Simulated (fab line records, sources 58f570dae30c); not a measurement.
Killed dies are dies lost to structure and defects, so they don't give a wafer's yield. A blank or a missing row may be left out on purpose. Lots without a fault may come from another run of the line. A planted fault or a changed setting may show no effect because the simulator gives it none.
A struck lot beside a sound one | flow berkeley_cmos170 | 43 steps out of a route of 331
Sound: wafers L133.2, L133.3, L133.6. Struck: wafers L144.2, L144.3, L144.6. The cause comes at the end.
At each step with rows: each side's tool, then ch and its chambers, then its first start. Under that, the readings that differ: sound wafers | struck wafers | difference of the means | sigmas: that difference in standard deviations of wafers without a fault.
alike: readings whose means differ by less than 2 such deviations, and words and numbers that are the same on both sides. not compared: withheld readings, readings that some wafer has no value for, bounds like >300 that may hide the same value, and numbers for which the record gives no deviation and whose values overlap.
The two part at a step that has a row with sigmas, a row that says differs or no value, or rows on one side only. Numbers that don't overlap but have no deviation are shown without sigmas and don't part them. A reading that every wafer of one side lacks parts them only if that side has two wafers or more.

UCB170_PWELL_THK_MEAS_06:
  sound on film_metro-03, day 3 16:04; struck on film_metro-02, day 6 14:29
  alike: PWELL_NITRIDE_THK
then, 6 steps without rows for these wafers: UCB170_PWELL_HMDS_07 (prime time 60 s); UCB170_PWELL_COAT_08 (resist thk 900 nm); UCB170_PWELL_SOFTBAKE_09 (time 60 s); UCB170_PWELL_EXPOSE_10 (exposes mask PWELL, target cd 3000 nm); UCB170_PWELL_PEB_11; UCB170_PWELL_DEVELOP_12 (develop time 45 s).
UCB170_PWELL_OVL_MEAS_13:
  sound on overlay-01, day 3 17:25; struck on overlay-02, day 6 15:49
  alike: PWELL_OVL
UCB170_PWELL_ETCH_14: etches Si3N4 in CH3F/Ar/O2, stops on SiO2, target depth 242 nm, time 151 s.
  sound on rie_diel-01 ch 1,2, day 3 17:27; struck on rie_diel-04 ch 2,3, day 6 15:51
  reading               | sound             | struck            | difference | sigmas
  oes_product_au (a.u.) | 0.928 0.932 0.931 | 0.969 0.933 0.972 | +0.028     | +3
  alike: drypump_motor_current_A, mfc_ar_sccm, throttle_valve_pct
  not compared: rf_hours_counter_h
then, 1 step without rows for these wafers: UCB170_PWELL_IMPLANT_15.
UCB170_PWELL_STRIP_16: strips in O2.
  sound on plasma_asher-04 ch 0,1, day 3 17:42; struck on plasma_asher-04 ch 0,1, day 6 16:06
  alike: drypump_motor_current_A, oes_product_au, strip_time_to_endpoint_s
  not compared: rf_hours_counter_h
UCB170_PWELL_TW_MEAS_17:
  sound on film_metro-01, day 3 17:49; struck on film_metro-02, day 6 16:13
  reading  | sound             | struck            | difference | sigmas
  PWELL_TW | 381.3 381.3 382.3 | 377.1 375.6 380.1 | -4.0       | -2
UCB170_PWELL_CLEAN_18: cleans in SPM, time 600 s.
  sound on wet_bench-03 ch 2, day 3 17:52; struck on wet_bench-02 ch 3, day 6 16:19
then, 4 steps without rows for these wafers: UCB170_PWELL_WET_ETCH_19 (etches Si3N4 in H3PO4, time 14400 s); UCB170_PWELL_WET_ETCH_20 (etches SiO2 in BOE, time 22 s); UCB170_WELLDRIVE_CLEAN_00 (cleans in SPM, time 600 s); UCB170_WELLDRIVE_OXIDATION_01 (target thk 199 nm, ox time 9000 s).
UCB170_WELLDRIVE_THK_MEAS_02:
  sound on film_metro-04, day 4 07:35; struck on film_metro-01, day 7 05:07
  alike: WELLDRIVE_OXIDE_THK
then, 5 steps without rows for these wafers: UCB170_WELLDRIVE_ANNEAL_03 (time 900 s); UCB170_WELLDRIVE_WET_ETCH_04 (etches SiO2 in BOE, time 120 s); UCB170_ACTIVE_CLEAN_00 (cleans in SPM, time 600 s); UCB170_ACTIVE_CLEAN_01 (cleans in dHF, time 60 s); UCB170_ACTIVE_OXIDATION_02 (target thk 26.4 nm, ox time 1260 s).
UCB170_ACTIVE_THK_MEAS_03:
  sound on film_metro-02, day 4 15:37; struck on film_metro-01, day 7 19:08
  alike: ACTIVE_OXIDE_THK
then, 2 steps without rows for these wafers: UCB170_ACTIVE_ANNEAL_04 (time 900 s); UCB170_ACTIVE_CVD_05 (deposits Si3N4 from SiH2Cl2/NH3, target thk 220 nm, time 3300 s).
UCB170_ACTIVE_THK_MEAS_06:
  sound on film_metro-02, day 5 00:02; struck on film_metro-04, day 8 03:40
  alike: ACTIVE_NITRIDE_THK
then, 6 steps without rows for these wafers: UCB170_ACTIVE_HMDS_07 (prime time 60 s); UCB170_ACTIVE_COAT_08 (resist thk 900 nm); UCB170_ACTIVE_SOFTBAKE_09 (time 60 s); UCB170_ACTIVE_EXPOSE_10 (exposes mask ACTIVE, target cd 1200 nm); UCB170_ACTIVE_PEB_11; UCB170_ACTIVE_DEVELOP_12 (develop time 45 s).
UCB170_ACTIVE_CD_MEAS_13: target cd 1200 nm.
  sound on cd_sem-02, day 5 01:17; struck on cd_sem-01, day 8 05:29
  alike: cd_nm
UCB170_ACTIVE_OVL_MEAS_14:
  sound on overlay-01, day 5 01:24; struck on overlay-02, day 8 05:36
  alike: ACTIVE_OVL
UCB170_ACTIVE_ETCH_15: etches Si3N4 in CH3F/Ar/O2, stops on SiO2, target depth 242 nm, time 151 s.
  sound on rie_diel-03 ch 0,2,3, day 5 01:26; struck on rie_diel-02 ch 1,2,3, day 8 05:38
  alike: drypump_motor_current_A, mfc_ar_sccm, oes_product_au, throttle_valve_pct
  not compared: rf_hours_counter_h
UCB170_ACTIVE_STRIP_16: strips in O2.
  sound on plasma_asher-03 ch 0,1, day 5 01:32; struck on plasma_asher-03 ch 0, day 8 05:44
  alike: drypump_motor_current_A, oes_product_au, strip_time_to_endpoint_s
  not compared: rf_hours_counter_h
UCB170_ACTIVE_CD_MEAS_90: target cd 1200 nm.
  sound on cd_sem-02, day 5 01:39; struck on cd_sem-02, day 8 05:51
  alike: cd_nm
then, 4 steps without rows for these wafers: UCB170_ACTIVE_CLEAN_17 (cleans in SPM, time 600 s); UCB170_PFIELD_HMDS_00 (prime time 60 s); UCB170_PFIELD_COAT_01 (resist thk 900 nm); UCB170_PFIELD_SOFTBAKE_02 (time 60 s).
-- the record jumps here: 4 days lie between the struck wafers' starts before and after (it left off in module PFIELD and takes up again in module M3, whose first step shown is number 331 of the route) --
UCB170_M3_PROBE_99:
  the record has rows for the struck wafers here (prober-02, day 12 04:31) and none for the sound ones

WHERE THEY PART
First at UCB170_PWELL_ETCH_14; last, within this record, at UCB170_M3_PROBE_99.

WHY: what the simulator had put in
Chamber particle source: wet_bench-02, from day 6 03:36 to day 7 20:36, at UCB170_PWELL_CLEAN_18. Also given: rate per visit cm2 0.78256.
